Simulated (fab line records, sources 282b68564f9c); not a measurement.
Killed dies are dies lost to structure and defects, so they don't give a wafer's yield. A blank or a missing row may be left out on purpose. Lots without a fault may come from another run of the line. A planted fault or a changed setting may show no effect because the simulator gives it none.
fab line records | flow rit_cmos
record lots=6 wafers=18 last_day=6
route steps=202 shown NLDD@110 PLDD@114 SPACER@125 NSD@131 PSD@142 M1@202
lots that met no fault: from a run of the same line without faults
start_h: hours from the record's first day to the start of the lot's first wafer shown | wait_h: hours since the lot's step before | " the same as in the row above | L1.1+2: a row that stands for several wafers | - no value, or no start given | * or withheld: withheld | < > ~ a bound
route shown NAME@n: a module of which the file shows steps, and the number in the route of the first | usual: mean/standard deviation of fault-free wafers | same: alike in all rows | chamber/n: place in a boat | sites: the reading at each site | _std_site: their standard deviation | _edge_site: outer sites' mean less inner sites' | radius_mm: how far each site lies from the wafer's centre | mask NAME#n: copy n | behind: the tool/chamber that last shaped the wafer | hold: why the lot was held/for how many hours/how that ended | device: the transistor (n, p or np) that didn't switch | end of line: the same wafers' tests at the end of the route | a step without rows: its recipe alone | killed: dies lost to structure and defects at the first sort, not the wafer's yield | map: a wafer's dies, x killed, . not, _ none there
set.NAME: the setting as run; set.NAME@STEP: as run at that earlier step | model.NAME: the simulator's own value behind a step, which no gauge read
lots at some steps of the route; a table a step, a row a wafer
services: from which hour (start_h, from the record's first day; less than 0 if before it) a tool's chamber was out of use, for how many hours, and why
## steps
# step RIT_NLDD_HARDBAKE_07
# recipe resist=NOVOLAK temp_c=140 time_s=60
# step RIT_NLDD_IMPLANT_08
# recipe species=P energy_kev=20 dose_cm2=5e+14 tilt_deg=7
# step RIT_NLDD_STRIP_09
# recipe chemistry=O2 time_s=180 resist=NOVOLAK platen_temp_c=withheld power_w=508 pressure_mtorr=4000 o2_flow_sccm=4000
# usual chamber_pressure_mTorr=3999/3.7 drypump_motor_current_A=5.4/0.42
# columns lot.wafer tool chamber start_h wait_h chamber_pressure_mTorr drypump_motor_current_A rf_hours_counter_h
L722.2 plasma_asher-01 1 44.85 0.1 3999 5.9 26
L722.3 " 1 " " 3997 5.9 -
L722.6 " 1 " " 3998 5.9 -
L728.1 plasma_asher-03 1 77.56 0.1 3995 5.2 43
L728.3 " 0 " " 4004 5.3 -
L728.6 " 0 " " 3999 5.3 -
L730.2 plasma_asher-03 0 90.86 0.1 4000 5.3 45
L730.4 " 1 " " 3995 5.2 -
L730.6 " 0 " " 4005 5.3 -
L734.2 plasma_asher-03 0 106.02 0.1 3992 5.3 47
L734.3 " 1 " " 3999 5.2 -
L734.6 " 1 " " 3995 5.2 -
L738.3 plasma_asher-04 0 124.10 0.1 3994 5.9 -
L738.5 " 1 " " 3994 5.8 -
L738.6 " 0 " " 3993 5.8 -
L739.1 plasma_asher-03 0 132.02 0.1 3993 5.3 1
L739.4 " 1 " " 3995 5.2 -
L739.5 " 0 " " 3998 5.3 -
# step RIT_NLDD_TW_MEAS_10
# usual NLDD_TW=2482/11
# columns lot.wafer tool chamber start_h wait_h NLDD_TW
L722.2 film_metro-03 - 45.04 0.1 2494
L722.3 " - " " 2489
L722.6 " - " " 2495
L728.1 film_metro-03 - 77.73 0.1 2471
L728.3 " - " " 2474
L728.6 " - " " 2476
L730.2 film_metro-03 - 91.05 0.1 2479
L730.4 " - " " 2471
L730.6 " - " " 2474
L734.2 film_metro-03 - 106.21 0.1 2482
L734.3 " - " " 2483
L734.6 " - " " 2473
L738.3 film_metro-04 - 124.24 0.1 2501
L738.5 " - " " 2500
L738.6 " - " " 2510
L739.1 film_metro-04 - 132.19 0.1 2503
L739.4 " - " " 2494
L739.5 " - " " 2505
# step RIT_PLDD_HMDS_00
# recipe prime_time_s=60 prime_temp_c=140
# step RIT_PLDD_COAT_01
# recipe resist=NOVOLAK spin_rpm=3250 resist_thk_nm=1000
# step RIT_PLDD_SOFTBAKE_02
# recipe resist=NOVOLAK temp_c=90 time_s=60
# step RIT_PLDD_EXPOSE_03
# recipe mask_id=M8 na=0.57 target_cd_nm=40900 dose_mj=250
# step RIT_PLDD_PEB_04
# recipe resist=NOVOLAK temp_c=withheld time_s=withheld
# step RIT_PLDD_DEVELOP_05
# recipe resist=NOVOLAK develop_time_s=50 dev_temp_c=23
# step RIT_PLDD_OVL_MEAS_06
# usual PLDD_OVL=-1.3/1.4
# columns lot.wafer tool chamber start_h wait_h PLDD_OVL[nm]
L722.2 overlay-01 - 45.94 - -3.1
L722.3 " - " " -0.9
L722.6 " - " " -3.5
L728.1 overlay-01 - 78.64 - -1.7
L728.3 " - " " -3.7
L728.6 " - " " -3.0
L730.2 overlay-01 - 91.95 - -2.5
L730.4 " - " " -1.5
L730.6 " - " " -4.5
L734.2 overlay-02 - 107.24 - 0.2
L734.3 " - " " 1.0
L734.6 " - " " -0.7
L738.3 overlay-01 - 125.27 - -1.9
L738.5 " - " " -0.5
L738.6 " - " " -0.7
L739.1 overlay-02 - 133.23 - -1.5
L739.4 " - " " -1.9
L739.5 " - " " 0.5
# step RIT_PLDD_HARDBAKE_07
# recipe resist=NOVOLAK temp_c=140 time_s=60
# step RIT_PLDD_IMPLANT_08
# recipe species=BF2 energy_kev=20 dose_cm2=9e+14 tilt_deg=7
# usual beam_energy_keV=19.999/0.005 tilt_deg=7.002/0.022
# columns lot.wafer tool chamber start_h wait_h beam_energy_keV tilt_deg model.implant.rp_nm model.implant.drp_nm
L722.2 implanter-04 0 46.15 0.1 20.001 7.039 17.95 9.752
L722.3 " 0 " " 19.994 7.033 17.95 9.752
L722.6 " 0 " " 19.997 7.064 17.95 9.752
L728.1 implanter-04 0 78.83 0.1 21.948 7.004 18.59 10.41
L728.3 " 0 " " 21.941 6.997 18.59 10.41
L728.6 " 0 " " 21.947 6.994 18.59 10.41
L730.2 implanter-03 0 92.23 0.1 19.994 6.991 17.43 9.752
L730.4 " 0 " " 19.988 7.004 17.43 9.752
L730.6 " 0 " " 19.995 6.976 17.43 9.752
L734.2 implanter-04 0 107.44 0.1 21.947 7.012 19.55 10.41
L734.3 " 0 " " 21.944 7.026 19.55 10.41
L734.6 " 0 " " 21.952 7.007 19.55 10.41
L738.3 implanter-03 0 125.49 0.1 19.998 7.045 17.86 9.752
L738.5 " 0 " " 20.001 7.018 17.86 9.752
L738.6 " 0 " " 19.999 7.023 17.86 9.752
L739.1 implanter-03 0 133.41 0.1 19.999 7.010 17.75 9.752
L739.4 " 0 " " 19.998 7.005 17.75 9.752
L739.5 " 0 " " 20.005 6.990 17.75 9.752
# step RIT_PLDD_STRIP_09
# recipe chemistry=O2 time_s=180 resist=NOVOLAK platen_temp_c=withheld power_w=500 pressure_mtorr=4000 o2_flow_sccm=4000
# usual chamber_pressure_mTorr=4000/3.6 drypump_motor_current_A=5.6/0.31
# columns lot.wafer tool chamber start_h wait_h chamber_pressure_mTorr drypump_motor_current_A rf_hours_counter_h
L722.2 plasma_asher-03 1 46.27 0.1 3997 5.2 40
L722.3 " 1 " " 4005 5.2 -
L722.6 " 0 " " 4005 5.3 -
L728.1 plasma_asher-04 1 78.98 0.1 3999 5.8 42
L728.3 " 1 " " 3998 5.8 -
L728.6 " 1 " " 4001 5.8 -
L730.2 plasma_asher-02 0 92.36 0.1 3994 5.7 43
L730.4 " 1 " " 3993 6.0 -
L730.6 " 0 " " 3996 5.7 -
L734.2 plasma_asher-04 1 107.57 0.1 3997 5.8 45
L734.3 " 1 " " 3999 5.8 -
L734.6 " 1 " " 4004 5.8 -
L738.3 plasma_asher-04 0 125.65 0.1 4008 5.9 -
L738.5 " 0 " " 3991 5.9 -
L738.6 " 1 " " 3998 5.8 -
L739.1 plasma_asher-03 1 133.56 0.1 3992 5.2 1
L739.4 " 1 " " 4002 5.2 -
L739.5 " 0 " " 4001 5.3 -
# step RIT_PLDD_TW_MEAS_10
# usual PLDD_TW=2340/9.9
# columns lot.wafer tool chamber start_h wait_h PLDD_TW
L722.2 film_metro-03 - 46.46 0.1 2345
L722.3 " - " " 2352
L722.6 " - " " 2345
L728.1 film_metro-03 - 79.15 0.1 2394
L728.3 " - " " 2392
L728.6 " - " " 2393
L730.2 film_metro-03 - 92.54 0.1 2343
L730.4 " - " " 2331
L730.6 " - " " 2344
L734.2 film_metro-02 - 107.75 0.1 2405
L734.3 " - " " 2410
L734.6 " - " " 2418
L738.3 film_metro-02 - 125.79 0.1 2340
L738.5 " - " " 2351
L738.6 " - " " 2360
L739.1 film_metro-02 - 133.74 0.1 2337
L739.4 " - " " 2343
L739.5 " - " " 2361
# step RIT_SPACER_CLEAN_00
# recipe chemistry=SC1 mix=3:3:50 time_s=623.6 temp_c=75
# step RIT_SPACER_CLEAN_01
# recipe chemistry=dHF dilution=50:1 time_s=30
# step RIT_SPACER_CLEAN_02
# recipe chemistry=SC2 mix=3:3:50 time_s=600 temp_c=75 dry=n2_spin
# step RIT_SPACER_CVD_03
# recipe material=Si3N4 target_thk_nm=250 temp_c=810 precursor=SiH2Cl2/NH3 time_s=3300 pressure_mtorr=300 sih2cl2_flow_sccm=60 nh3_flow_sccm=150
# step RIT_SPACER_THK_MEAS_04
# recipe reads=Si3N4_of_SPACER_CVD_03
# usual SPACER_NITRIDE_THK=250.0/2.2
# columns lot.wafer tool chamber start_h wait_h SPACER_NITRIDE_THK[nm]
L722.2 film_metro-03 - 48.82 0.0 247.6
L722.3 " - " " 250.0
L722.6 " - " " 249.6
L728.1 film_metro-03 - 81.49 0.0 246.6
L728.3 " - " " 249.4
L728.6 " - " " 249.7
L730.2 film_metro-04 - 94.89 0.0 249.7
L730.4 " - " " 251.3
L730.6 " - " " 250.2
L734.2 film_metro-03 - 110.11 0.0 253.5
L734.3 " - " " 254.1
L734.6 " - " " 252.2
L738.3 film_metro-01 - 128.16 0.0 247.3
L738.5 " - " " 248.3
L738.6 " - " " 249.3
L739.1 film_metro-01 - 136.10 0.0 256.5
L739.4 " - " " 253.2
L739.5 " - " " 256.6
# step RIT_SPACER_ETCHBACK_05
# recipe target_depth_a=2500 SF6_flow_sccm=30 CHF3_flow_sccm=30 target=Si3N4 chemistry=SF6/CHF3 pressure_mtorr=40 rf_w=250 time_s=240 stop_on=SiO2
# usual chamber_pressure_mTorr=40.00/0.036 drypump_motor_current_A=5.7/0.56 oes_product_au=0.845/0.013 throttle_valve_pct=10.26/0.14
# columns lot.wafer tool chamber start_h wait_h chamber_pressure_mTorr drypump_motor_current_A oes_product_au rf_hours_counter_h throttle_valve_pct
L722.2 rie_diel-02 0 48.87 0.0 39.99 6.3 0.851 82 10.29
L722.3 " 2 " " 40.03 5.3 0.854 163 10.21
L722.6 " 1 " " 39.97 5.0 0.835 - 10.37
L728.1 rie_diel-01 1 81.55 0.1 40.08 5.6 0.835 43 10.03
L728.3 " 0 " " 40.07 5.9 0.854 1 10.07
L728.6 " 1 " " 39.95 5.6 0.835 - 10.02
L730.2 rie_diel-02 3 94.94 0.0 40.06 6.0 0.824 7 10.23
L730.4 " 3 " " 39.98 6.0 0.831 - 10.24
L730.6 " 1 " " 40.06 4.9 0.842 - 10.35
L734.2 rie_diel-01 3 110.16 0.0 40.00 6.6 0.860 56 10.32
L734.3 " 1 " " 40.01 5.6 0.850 44 10.02
L734.6 " 2 " " 40.00 6.3 0.830 - 10.39
L738.3 rie_diel-01 2 128.20 0.0 39.93 6.1 0.822 93 10.37
L738.5 " 2 " " 39.96 6.2 0.826 - 10.38
L738.6 " 1 " " 40.01 5.6 0.834 - 10.03
L739.1 rie_diel-02 1 136.16 0.1 39.93 5.0 0.848 78 10.38
L739.4 " 2 " " 39.96 5.3 0.868 - 10.22
L739.5 " 1 " " 39.99 5.0 0.859 - 10.38
# step RIT_NSD_HMDS_00
# recipe prime_time_s=60 prime_temp_c=140
# step RIT_NSD_COAT_01
# recipe resist=NOVOLAK spin_rpm=3250 resist_thk_nm=1000
# step RIT_NSD_SOFTBAKE_02
# recipe resist=NOVOLAK temp_c=90 time_s=60
# step RIT_NSD_EXPOSE_03
# recipe mask_id=M9 na=0.57 target_cd_nm=40700 dose_mj=250
# step RIT_NSD_PEB_04
# recipe resist=NOVOLAK temp_c=withheld time_s=withheld
# step RIT_NSD_DEVELOP_05
# recipe resist=NOVOLAK develop_time_s=50 dev_temp_c=23
# step RIT_NSD_OVL_MEAS_06
# usual NSD_OVL=0.2/1.2
# columns lot.wafer tool chamber start_h wait_h NSD_OVL[nm]
L722.2 overlay-02 - 49.87 - -0.7
L722.3 " - " " -1.9
L722.6 " - " " -1.0
L728.1 overlay-01 - 82.55 - -0.2
L728.3 " - " " -0.9
L728.6 " - " " -0.8
L730.2 overlay-02 - 95.94 - 0.6
L730.4 " - " " -0.8
L730.6 " - " " -1.2
L734.2 overlay-01 - 111.29 - 3.7
L734.3 " - " " 1.4
L734.6 " - " " 0.5
L738.3 overlay-01 - 129.47 - 1.1
L738.5 " - " " -0.2
L738.6 " - " " -0.3
L739.1 overlay-01 - 137.16 - -0.5
L739.4 " - " " 0.9
L739.5 " - " " 0.5
# step RIT_NSD_HARDBAKE_07
# recipe resist=NOVOLAK temp_c=138.8 time_s=60
# step RIT_NSD_IMPLANT_08
# recipe species=P energy_kev=25 dose_cm2=1e+15 tilt_deg=7
# step RIT_NSD_STRIP_09
# recipe chemistry=O2 time_s=180 resist=NOVOLAK platen_temp_c=withheld power_w=500 pressure_mtorr=4000 o2_flow_sccm=4000
# usual chamber_pressure_mTorr=4000/3.4 drypump_motor_current_A=5.5/0.42
# columns lot.wafer tool chamber start_h wait_h chamber_pressure_mTorr drypump_motor_current_A rf_hours_counter_h
L722.2 plasma_asher-01 1 50.32 0.1 3999 5.9 27
L722.3 " 0 " " 4003 4.8 -
L722.6 " 0 " " 4002 4.7 -
L728.1 plasma_asher-02 1 82.89 0.1 3994 6.0 42
L728.3 " 0 " " 3996 5.7 -
L728.6 " 0 " " 4003 5.7 -
L730.2 plasma_asher-02 0 96.27 0.1 4008 5.7 43
L730.4 " 0 " " 4002 5.7 -
L730.6 " 1 " " 4003 6.0 -
L734.2 plasma_asher-02 1 111.62 0.1 4000 6.0 45
L734.3 " 1 " " 4003 6.0 -
L734.6 " 1 " " 3992 6.0 -
L738.3 plasma_asher-01 1 129.86 0.1 4001 5.8 -
L738.5 " 0 " " 4005 4.8 -
L738.6 " 1 " " 4001 5.8 -
L739.1 plasma_asher-02 0 137.49 0.1 4001 5.6 48
L739.4 " 0 " " 4001 5.7 -
L739.5 " 0 " " 3999 5.7 -
# step RIT_NSD_TW_MEAS_10
# usual NSD_TW=3112/13
# columns lot.wafer tool chamber start_h wait_h NSD_TW
L722.2 film_metro-03 - 50.50 0.1 3103
L722.3 " - " " 3096
L722.6 " - " " 3110
L728.1 film_metro-03 - 83.07 0.1 3113
L728.3 " - " " 3110
L728.6 " - " " 3119
L730.2 film_metro-04 - 96.46 0.1 3110
L730.4 " - " " 3111
L730.6 " - " " 3107
L734.2 film_metro-02 - 111.81 0.1 3111
L734.3 " - " " 3131
L734.6 " - " " 3123
L738.3 film_metro-02 - 129.99 0.1 3119
L738.5 " - " " 3118
L738.6 " - " " 3107
L739.1 film_metro-04 - 137.67 0.1 3136
L739.4 " - " " 3132
L739.5 " - " " 3112
# step RIT_PSD_HMDS_00
# recipe prime_time_s=60 prime_temp_c=140
# step RIT_PSD_COAT_01
# recipe resist=NOVOLAK spin_rpm=3250 resist_thk_nm=1000
# step RIT_PSD_SOFTBAKE_02
# recipe resist=NOVOLAK temp_c=90 time_s=60
# step RIT_PSD_EXPOSE_03
# recipe mask_id=M10 na=0.57 target_cd_nm=40900 dose_mj=250
# step RIT_PSD_PEB_04
# recipe resist=NOVOLAK temp_c=withheld time_s=withheld
# step RIT_PSD_DEVELOP_05
# recipe resist=NOVOLAK develop_time_s=50 dev_temp_c=23
# step RIT_PSD_OVL_MEAS_06
# usual PSD_OVL=-0.2/1.4
# columns lot.wafer tool chamber start_h wait_h PSD_OVL[nm]
L722.2 overlay-02 - 51.41 - 1.4
L722.3 " - " " 0.7
L722.6 " - " " 1.3
L728.1 overlay-01 - 84.32 - 0.3
L728.3 " - " " -1.5
L728.6 " - " " -0.6
L730.2 overlay-02 - 97.62 - -0.3
L730.4 " - " " -1.8
L730.6 " - " " 0.3
L734.2 overlay-01 - 112.84 - -2.4
L734.3 " - " " -0.4
L734.6 " - " " 1.6
L738.3 overlay-02 - 131.02 - 0.0
L738.5 " - " " 1.2
L738.6 " - " " 0.2
L739.1 overlay-01 - 138.58 - 0.2
L739.4 " - " " -0.2
L739.5 " - " " -1.0
# step RIT_PSD_HARDBAKE_07
# recipe resist=NOVOLAK temp_c=140 time_s=60
# step RIT_PSD_IMPLANT_08
# recipe species=BF2 energy_kev=27 dose_cm2=5.073e+15 tilt_deg=7
# step RIT_PSD_STRIP_09
# recipe chemistry=O2 time_s=180 resist=NOVOLAK platen_temp_c=withheld power_w=500 pressure_mtorr=4000 o2_flow_sccm=4000
# usual chamber_pressure_mTorr=4000/3.2 drypump_motor_current_A=5.7/0.43
# columns lot.wafer tool chamber start_h wait_h chamber_pressure_mTorr drypump_motor_current_A rf_hours_counter_h
L722.2 plasma_asher-01 1 51.74 0.1 4003 5.9 27
L722.3 " 0 " " 4000 4.8 -
L722.6 " 1 " " 3999 5.9 -
L728.1 plasma_asher-02 0 84.66 0.1 4005 5.6 42
L728.3 " 0 " " 3998 5.7 -
L728.6 " 0 " " 3999 5.7 -
L730.2 plasma_asher-02 0 97.95 0.1 4000 5.7 44
L730.4 " 0 " " 4004 5.7 -
L730.6 " 1 " " 3999 6.0 -
L734.2 plasma_asher-02 1 113.17 0.1 4000 6.0 45
L734.3 " 0 " " 4002 5.7 -
L734.6 " 0 " " 3995 5.7 -
L738.3 plasma_asher-01 0 131.40 0.1 3999 4.8 -
L738.5 " 1 " " 3998 5.9 -
L738.6 " 0 " " 4001 4.8 -
L739.1 plasma_asher-01 1 138.91 0.1 3998 5.9 37
L739.4 " 1 " " 4003 5.9 -
L739.5 " 1 " " 4002 5.9 -
# step RIT_SDANNEAL_RS_MEAS_06
# recipe thk_meas_gauge=four-point-probe
# usual PLDD_RS=178.4/0.47
# columns lot.wafer tool chamber start_h wait_h PLDD_RS[ohm/sq]
L722.2 film_metro-04 - 52.66 0.1 177.9
L722.3 " - " " 178.0
L722.6 " - " " 178.0
L728.1 film_metro-02 - 85.56 0.1 172.9
L728.3 " - " " 173.1
L728.6 " - " " 172.7
L730.2 film_metro-04 - 98.90 0.1 178.0
L730.4 " - " " 178.3
L730.6 " - " " 178.3
L734.2 film_metro-04 - 114.09 0.1 172.8
L734.3 " - " " 172.9
L734.6 " - " " 172.5
L738.3 film_metro-03 - 132.29 0.1 179.6
L738.5 " - " " 179.2
L738.6 " - " " 179.1
L739.1 film_metro-03 - 139.83 0.1 178.7
L739.4 " - " " 178.5
L739.5 " - " " 179.2
# step RIT_M1_PROBE_99
# usual killed_at_contacts=0.1/0.3 killed_at_front_end=6.7/2.6 killed_dies=6.8/2.6 killed_on_rim=1.9/1.3 killed_open=3.3/1.7 killed_short=3.4/2
# same gross_dies=264 killed_at_M0_to_M3=0 killed_at_M4_up=0 killed_at_back_side=0 killed_at_other=0
# columns lot.wafer tool chamber start_h wait_h killed_at_contacts killed_at_front_end killed_dies killed_on_rim killed_open killed_short model.etest.pldd.rs_ohm_sq model.etest.pldd.line_ohm_um model.etest.pmos_turned.drive_ua_um model.etest.pmos_0p15.drive_ua_um model.etest.pmos_0p15.off_log10_a_um model.etest.retro_edge_pmos.off_log10_a_um model.etest.pmos_0p15.bv_v model.etest.pmos_0p15.vt_sat_v
L722.2 prober-01 - 59.95 0.1 1 5 6 3 3 1 461.8 144.7 202.2 264.8 -10.15 -10.08 5.65 -0.2917
L722.3 prober-01 - 60.00 0.2 0 7 7 2 4 3 449.5 141.7 200.8 260.9 -10.28 -10.16 5.646 -0.2947
L722.6 prober-01 - 60.15 0.2 1 5 6 3 2 3 470.2 146.2 196.9 261.6 -10.13 -10.01 5.657 -0.2946
L728.1 prober-01 - 92.69 0.1 0 8 8 1 5 2 436 136.9 216.1 287.8 -9.535 -9.337 5.624 -0.2491
L728.3 prober-01 - 92.79 0.2 0 3 3 1 0 3 429.1 132.9 219.9 291.2 -9.468 -9.323 5.572 -0.2473
L728.6 prober-01 - 92.94 0.2 0 5 5 1 3 2 415.3 128.4 220.1 291 -9.525 -9.23 5.491 -0.246
L730.2 prober-02 - 106.59 0.1 0 5 5 2 1 2 519.4 165.7 189.4 252.8 -10.49 -10.37 5.711 -0.3033
L730.4 prober-02 - 106.69 0.2 0 8 8 3 3 4 518.5 163.2 191.5 256.6 -10.33 -10.36 5.659 -0.2979
L730.6 prober-02 - 106.79 0.2 0 11 11 4 5 6 521 159.2 195.2 264.6 -10.17 -9.928 5.652 -0.2908
L734.2 prober-01 - 121.74 0.1 0 2 2 2 1 1 383.6 118.2 217.8 279.8 -9.727 -9.581 5.654 -0.2591
L734.3 prober-01 - 121.79 0.2 0 6 6 1 3 3 383.6 119 219.6 282.5 -9.771 -9.571 5.666 -0.2647
L734.6 prober-01 - 121.94 0.2 0 5 5 0 3 2 372.3 116.6 228.4 295.7 -9.487 -9.396 5.481 -0.2385
L738.3 prober-01 - 139.73 0.2 0 8 8 6 4 4 459.6 143.1 201.3 261.7 -10.34 -10.16 5.683 -0.2942
L738.5 prober-01 - 139.83 0.2 0 7 7 2 3 4 466.1 145.4 197.9 259.9 -10.17 -10.11 5.662 -0.2969
L738.6 prober-01 - 139.88 0.2 0 4 4 1 2 2 459.2 144.2 200 260.2 -10.26 -10.09 5.718 -0.2933
L739.1 prober-02 - 147.08 0.1 0 7 7 4 3 4 484.1 149 190.1 254.1 -10.37 -10.17 5.73 -0.3064
L739.4 prober-02 - 147.23 0.2 0 13 13 3 4 9 454.7 142.3 197.9 256.8 -10.44 -10.33 5.703 -0.3043
L739.5 prober-02 - 147.28 0.2 0 5 5 2 3 2 487.8 152.6 182.9 244.9 -10.55 -10.55 5.743 -0.3166
# killed by level:class
L722.2 REOX:geometric_particle:open=2 GATE:geometric_particle:open=1 SPACER:geometric_particle:short=1 NWELL:coat_microbubble_printed=1 CONTACT:coat_microbubble_printed=1
L722.3 FOX1:geometric_particle:open=2 SPACER:geometric_particle:short=2 FOX1:geometric_particle:short=1 SPACER:geometric_particle:open=1 SILICIDE:geometric_particle:open=1
L722.6 FOX1:geometric_particle:open=1 FOX1:geometric_particle:short=1 FOX2:geometric_particle:short=1 REOX:geometric_particle:short=1 REOX:geometric_particle:open=1 CONTACT:coat_microbubble_printed=1
L728.1 SILICIDE:geometric_particle:open=2 ACTIVE:geometric_particle:open=1 FOX1:geometric_particle:open=1 FOX1:geometric_particle:short=1 GATE:geometric_particle:short=1 SPACER:geometric_particle:open=1 NWELL:coat_microbubble_printed=1
L728.3 FOX2:geometric_particle:short=1 REOX:geometric_particle:short=1 SPACER:geometric_particle:short=1
L728.6 FOX1:geometric_particle:short=2 GATE:geometric_particle:open=2 FOX2:geometric_particle:open=1
L730.2 PWELL:coat_microbubble_printed=2 GATE:geometric_particle:open=1 GATE:geometric_particle:short=1 REOX:geometric_particle:short=1
L730.4 GATE:geometric_particle:short=2 REOX:geometric_particle:open=2 FOX2:geometric_particle:short=1 GATE:geometric_particle:open=1 REOX:geometric_particle:short=1 PWELL:coat_microbubble_printed=1
L730.6 FOX1:geometric_particle:short=2 REOX:geometric_particle:open=2 REOX:geometric_particle:short=2 FOX2:geometric_particle:open=1 GATE:geometric_particle:short=1 GATE:geometric_particle:open=1 SPACER:geometric_particle:open=1 SPACER:geometric_particle:short=1
L734.2 SPACER:geometric_particle:open=1 SILICIDE:geometric_particle:short=1
L734.3 GATE:geometric_particle:open=3 GATE:geometric_particle:short=2 REOX:geometric_particle:short=1
L734.6 GATE:geometric_particle:short=2 GATE:geometric_particle:open=1 REOX:geometric_particle:open=1 SPACER:geometric_particle:open=1
L738.3 GATE:geometric_particle:short=3 REOX:geometric_particle:open=2 FOX2:geometric_particle:short=1 GATE:geometric_particle:open=1 SPACER:geometric_particle:open=1
L738.5 GATE:geometric_particle:short=2 SPACER:geometric_particle:open=2 FOX1:geometric_particle:short=1 GATE:geometric_particle:open=1 REOX:geometric_particle:short=1
L738.6 FOX1:geometric_particle:open=2 FOX2:geometric_particle:short=1 GATE:geometric_particle:short=1
L739.1 GATE:geometric_particle:short=4 GATE:geometric_particle:open=2 FOX2:geometric_particle:open=1
L739.4 GATE:geometric_particle:short=3 FOX1:geometric_particle:short=2 FOX2:geometric_particle:short=2 REOX:geometric_particle:short=2 SILICIDE:geometric_particle:open=2 GATE:geometric_particle:open=1 REOX:geometric_particle:open=1
L739.5 GATE:geometric_particle:open=3 GATE:geometric_particle:short=1 SILICIDE:geometric_particle:short=1
## services
# columns tool chamber start_h hours kind
rie_diel-02 1 27.36 2.0 repair
rie_diel-02 3 45.81 6.1 repair
implanter-03 - 46.71 5.2 repair
plasma_asher-04 - 62.96 15.9 pm
plasma_asher-02 - 67.06 1.2 repair
rie_diel-02 2 84.55 - clean
rie_diel-02 2 84.55 20.4 scheduled_down
rie_diel-02 2 84.55 20.4 vent_cycle
implanter-04 - 90.52 2.5 repair
rie_diel-01 0 92.51 5.3 repair
implanter-04 - 102.93 3.4 repair
plasma_asher-03 - 107.08 5.2 repair
plasma_asher-03 - 112.27 9.0 pm
plasma_asher-03 0 112.27 9.0 vent_cycle
plasma_asher-03 1 112.27 9.0 vent_cycle
rie_diel-02 3 121.12 15.6 repair
plasma_asher-03 0 121.27 - clean
plasma_asher-03 1 121.27 - clean
rie_diel-02 1 122.91 2.9 repair
rie_diel-02 - 137.36 2.8 pm
## key
first_sign step=RIT_PLDD_IMPLANT_08 reading=beam_energy_keV direction=up sigmas=99+ usual=19.999 struck=21.946
effect step=RIT_PLDD_TW_MEAS_10 reading=PLDD_TW direction=up sigmas=6.3 usual=2340 struck=2402
effect step=RIT_SDANNEAL_RS_MEAS_06 reading=PLDD_RS direction=down sigmas=12 usual=178.4 struck=172.8
model_effect step=RIT_PLDD_IMPLANT_08 value=implant.rp_nm without=17.74 struck=19.07
model_effect step=RIT_M1_PROBE_99 value=etest.pldd.rs_ohm_sq without=470.4 struck=403.3
met_at RIT_PLDD_IMPLANT_08
struck_wafers L728.1,L728.3,L728.6,L734.2,L734.3,L734.6
tester_left_out L728,L734
onset_between 46.15 78.83
fault kind=process_parameter_drift tool=implanter-04 chamber=- onset_h=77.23 steps=RIT_PLDD_IMPLANT_08 channel=energy_kev offset=1.9446 shape=step end_h=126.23 acts_in=these_recipes_only stated=20
# tester_left_out: of these lots the tester's yield and bins aren't shown, on N5 and GAA mostly nor the transistor test; their killed dies are dies lost to structure and defects alone, not to doping, threshold or leakage, so they don't give the yield
